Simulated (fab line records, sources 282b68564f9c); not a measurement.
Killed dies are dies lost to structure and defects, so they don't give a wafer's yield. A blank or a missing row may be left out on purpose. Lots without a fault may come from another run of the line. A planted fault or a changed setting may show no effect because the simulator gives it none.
Which tool did it? | flow rit_cmos | 14 lots, 42 wafers sampled, at 2 steps of a route of 202

WHAT THE GAUGES READ, wafer by wafer
RIT_FOX2_THK_MEAS_91. Usual: FIELD_OXIDE_LEFT_2_THK 257 nm, standard deviation 6.3.
lot  | measured    | on            | FIELD_OXIDE_LEFT_2_THK (nm) | flag
L292 | day 2 19:34 | film_metro-02 | 251 254 257                 |
L293 | day 3 01:30 | film_metro-01 | 257 256 253                 |
L294 | day 3 04:08 | film_metro-03 | 258 256 256                 |
L296 | day 3 12:04 | film_metro-01 | 262 261 256                 |
L297 | day 3 18:48 | film_metro-01 | 327 320 316                 | OFF
L298 | day 4 00:54 | film_metro-03 | 306 307 308                 | OFF
L299 | day 4 09:04 | film_metro-01 | 248 252 258                 |
L307 | day 5 23:39 | film_metro-01 | 252 257 253                 |
L308 | day 6 01:32 | film_metro-01 | 261 263 258                 |
L310 | day 6 12:18 | film_metro-03 | 263 258 258                 |
L311 | day 6 13:16 | film_metro-01 | 259 257 260                 |
L312 | day 6 20:58 | film_metro-03 | 249 245 248                 |
L313 | day 7 02:10 | film_metro-01 | 264 261 261                 |
L314 | day 7 07:43 | film_metro-03 | 265 270 269                 |

WHICH TOOL RAN EACH LOT (tool, then ch and the chambers of the sampled wafers, then the start)
lot  | RIT_GATE_WET_ETCH_00
L292 | wet_bench-04 ch 0, day 2 19:08
L293 | wet_bench-04 ch 1, day 3 00:50
L294 | wet_bench-01 ch 1, day 3 03:41
L296 | wet_bench-04 ch 1, day 3 11:35
L297 | wet_bench-01 ch 1, day 3 18:22
L298 | wet_bench-02 ch 0, day 4 00:29
L299 | wet_bench-02 ch 0, day 4 08:38
L307 | wet_bench-04 ch 1, day 5 23:14
L308 | wet_bench-01 ch 3, day 6 01:07
L310 | wet_bench-04 ch 2, day 6 11:52
L311 | wet_bench-01 ch 0, day 6 12:49
L312 | wet_bench-04 ch 3, day 6 20:31
L313 | wet_bench-01 ch 0, day 7 01:43
L314 | wet_bench-01 ch 0, day 7 07:17
- RIT_GATE_WET_ETCH_00: etches SiO2 in BOE, target depth 56 nm, time 60 s.

WHAT THE TOOLS THEMSELVES READ (means of the sampled wafers that have a number; where no wafer has one, the mark that the record gives instead)
RIT_GATE_WET_ETCH_00. Usual: bath_heat_duty_pct 1.8 %, standard deviation 0.39; run_length_s 87.2 s, standard deviation 2.7.
lot  | tool         | bath_heat_duty_pct (%) | run_length_s (s) | flag
L292 | wet_bench-04 | 1.7                    | 85.5             |
L293 | wet_bench-04 | 1.9                    | 91.5             |
L294 | wet_bench-01 | 2.0                    | 88.7             |
L296 | wet_bench-04 | 1.6                    | 91.6             |
L297 | wet_bench-01 | -                      | -                | OFF
L298 | wet_bench-02 | -                      | -                | OFF
L299 | wet_bench-02 | 1.8                    | 84.4             |
L307 | wet_bench-04 | 2.1                    | 83.9             |
L308 | wet_bench-01 | 1.6                    | 86.5             |
L310 | wet_bench-04 | 1.9                    | 85.3             |
L311 | wet_bench-01 | 1.9                    | 86.8             |
L312 | wet_bench-04 | 2.2                    | 84.9             |
L313 | wet_bench-01 | 2.4                    | 93.6             |
L314 | wet_bench-01 | 2.1                    | 86.9             |

THE ANSWER, worked out from the rows above alone
Rule: a lot is off if the mean of its wafers that have a number lies more than 3 standard deviations from the usual mean. A lot without any number at a reading at which 4 lots or more have one is off too. The other lots that the step has rows for count as sound. The gauges are gone through in route order, then the tools' own readings, and for those a lot's mean is taken as printed above. The first step at which some lot is off is used, and at that step the reading that is off furthest; a lot without a number counts as furthest.
Off: L297, L298, at RIT_FOX2_THK_MEAS_91 (FIELD_OXIDE_LEFT_2_THK).
A tool fits if, at a process step before that reading, it ran every lot that is off, and no sound lot after the first of them. The gauges at RIT_FOX2_THK_MEAS_91 aren't tried: what is off there is off at RIT_GATE_WET_ETCH_00 too, on other tools, and a gauge's error can't cause that. None of those tried fits.

WHAT THE SIMULATOR HAD PUT IN
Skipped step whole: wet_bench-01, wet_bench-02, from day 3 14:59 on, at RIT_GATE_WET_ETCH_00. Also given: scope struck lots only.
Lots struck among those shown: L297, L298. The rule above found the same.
